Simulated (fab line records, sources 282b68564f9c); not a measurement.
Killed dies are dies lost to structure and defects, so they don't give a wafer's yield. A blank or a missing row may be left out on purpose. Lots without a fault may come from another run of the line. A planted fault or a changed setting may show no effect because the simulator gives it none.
A struck lot beside a sound one | flow rit_cmos | 34 steps out of a route of 202
Sound: wafers L480.1, L480.4, L480.5. Struck: wafers L492.1, L492.2, L492.5. The cause comes at the end.
At each step with rows: each side's tool, then ch and its chambers, then its first start. Under that, the readings that differ: sound wafers | struck wafers | difference of the means | sigmas: that difference in standard deviations of wafers without a fault.
alike: readings whose means differ by less than 2 such deviations, and words and numbers that are the same on both sides. not compared: withheld readings, readings that some wafer has no value for, bounds like >300 that may hide the same value, and numbers for which the record gives no deviation and whose values overlap.
The two part at a step that has a row with sigmas, a row that says differs or no value, or rows on one side only. Numbers that don't overlap but have no deviation are shown without sigmas and don't part them. A reading that every wafer of one side lacks parts them only if that side has two wafers or more.

RIT_ACTIVE_BOW_MEAS_00:
  sound on film_metro-02, day 2 21:00; struck on film_metro-03, day 5 09:00
  alike: INCOMING_BOW
then, 1 step without rows for these wafers: RIT_ACTIVE_OXIDATION_01 (target thk 46.8 nm, ox time 3360 s).
RIT_ACTIVE_THK_MEAS_02:
  sound on film_metro-02, day 2 23:03; struck on film_metro-04, day 5 11:03
  alike: ACTIVE_OXIDE_THK
RIT_ACTIVE_CVD_03: deposits Si3N4 from SiH2Cl2/NH3, target thk 150 nm, time 1500 s.
  sound on lpcvd-02 ch 1, day 2 23:07; struck on lpcvd-01 ch 0, day 5 11:07
  alike: zone_power_source_pct
RIT_ACTIVE_THK_MEAS_04:
  sound on film_metro-02, day 3 00:32; struck on film_metro-04, day 5 12:32
  alike: ACTIVE_NITRIDE_THK
then, 6 steps without rows for these wafers: RIT_ACTIVE_HMDS_05 (prime time 60 s); RIT_ACTIVE_COAT_06 (resist thk 1000 nm); RIT_ACTIVE_SOFTBAKE_07 (time 60 s); RIT_ACTIVE_EXPOSE_08 (exposes mask M1, target cd 1400 nm); RIT_ACTIVE_PEB_09; RIT_ACTIVE_DEVELOP_10 (develop time 50 s).
RIT_ACTIVE_CD_MEAS_11: target cd 1400 nm.
  sound on cd_sem-02, day 3 01:34; struck on cd_sem-02, day 5 13:34
  alike: cd_nm
then, 1 step without rows for these wafers: RIT_ACTIVE_HARDBAKE_12 (time 60 s).
RIT_ACTIVE_ETCH_13: etches Si3N4 in SF6, stops on SiO2, time 210 s, target depth 210 nm.
  sound on rie_diel-03 ch 0,2, day 3 01:50; struck on rie_diel-04 ch 1,2, day 5 13:50
  alike: drypump_motor_current_A, oes_product_au, throttle_valve_pct
  not compared: rf_hours_counter_h
RIT_ACTIVE_STRIP_14: strips in O2, time 180 s.
  sound on plasma_asher-01 ch 0, day 3 01:58; struck on plasma_asher-02 ch 0,1, day 5 13:58
  alike: drypump_motor_current_A
  not compared: rf_hours_counter_h
RIT_ACTIVE_CD_MEAS_90: target cd 1400 nm.
  sound on cd_sem-02, day 3 02:08; struck on cd_sem-01, day 5 14:08
  alike: cd_nm
then, 4 steps without rows for these wafers: RIT_ACTIVE_CLEAN_15 (cleans in SC1, time 600 s); RIT_ACTIVE_CLEAN_16 (cleans in dHF, time 30 s); RIT_ACTIVE_CLEAN_17 (cleans in SC2, time 600 s); RIT_FOX1_OXIDATION_00 (target thk 350.7 nm, ox time 1130 s).
RIT_FOX1_THK_MEAS_01:
  sound on film_metro-03, day 3 06:29; struck on film_metro-01, day 5 17:13
  alike: FOX1_OXIDE_THK
then, 2 steps without rows for these wafers: RIT_FOX1_WET_ETCH_02 (etches SiO2 in BOE, target depth 350 nm, time 390 s); RIT_FOX2_OXIDATION_00 (target thk 350.7 nm, ox time 1130 s).
RIT_FOX2_THK_MEAS_01:
  sound on film_metro-03, day 3 07:59; struck on film_metro-01, day 5 18:42
  alike: FOX2_OXIDE_THK
then, 2 steps without rows for these wafers: RIT_FOX2_CLEAN_02 (cleans in dHF, time 180 s); RIT_FOX2_WET_ETCH_03 (etches Si3N4 in H3PO4, target depth 195 nm, time 2700 s).
RIT_FOX2_THK_MEAS_90:
  sound on film_metro-01, day 3 08:56; struck on film_metro-04, day 5 19:39
  alike: FIELD_OXIDE_LEFT_1_THK
then, 6 steps without rows for these wafers: RIT_NWELL_HMDS_00 (prime time 62.45 s); RIT_NWELL_COAT_01 (resist thk 1300 nm); RIT_NWELL_SOFTBAKE_02 (time 60 s); RIT_NWELL_EXPOSE_03 (exposes mask M2, target cd 43900 nm); RIT_NWELL_PEB_04; RIT_NWELL_DEVELOP_05 (develop time 68 s).
RIT_M1_PROBE_99:
  sound on prober-01, day 5 05:17; struck on prober-02, day 7 15:20
  reading             | sound | struck   | difference | sigmas
  killed_at_front_end | 9 8 4 | 30 29 31 | +23        | +7
  killed_dies         | 9 9 4 | 30 29 31 | +23        | +7
  killed_on_rim       | 2 2 1 | 10 9 10  | +8         | +6
  alike: killed_at_contacts, killed_open, killed_short

WHERE THEY PART
Only at RIT_M1_PROBE_99, within this record.

WHY: what the simulator had put in
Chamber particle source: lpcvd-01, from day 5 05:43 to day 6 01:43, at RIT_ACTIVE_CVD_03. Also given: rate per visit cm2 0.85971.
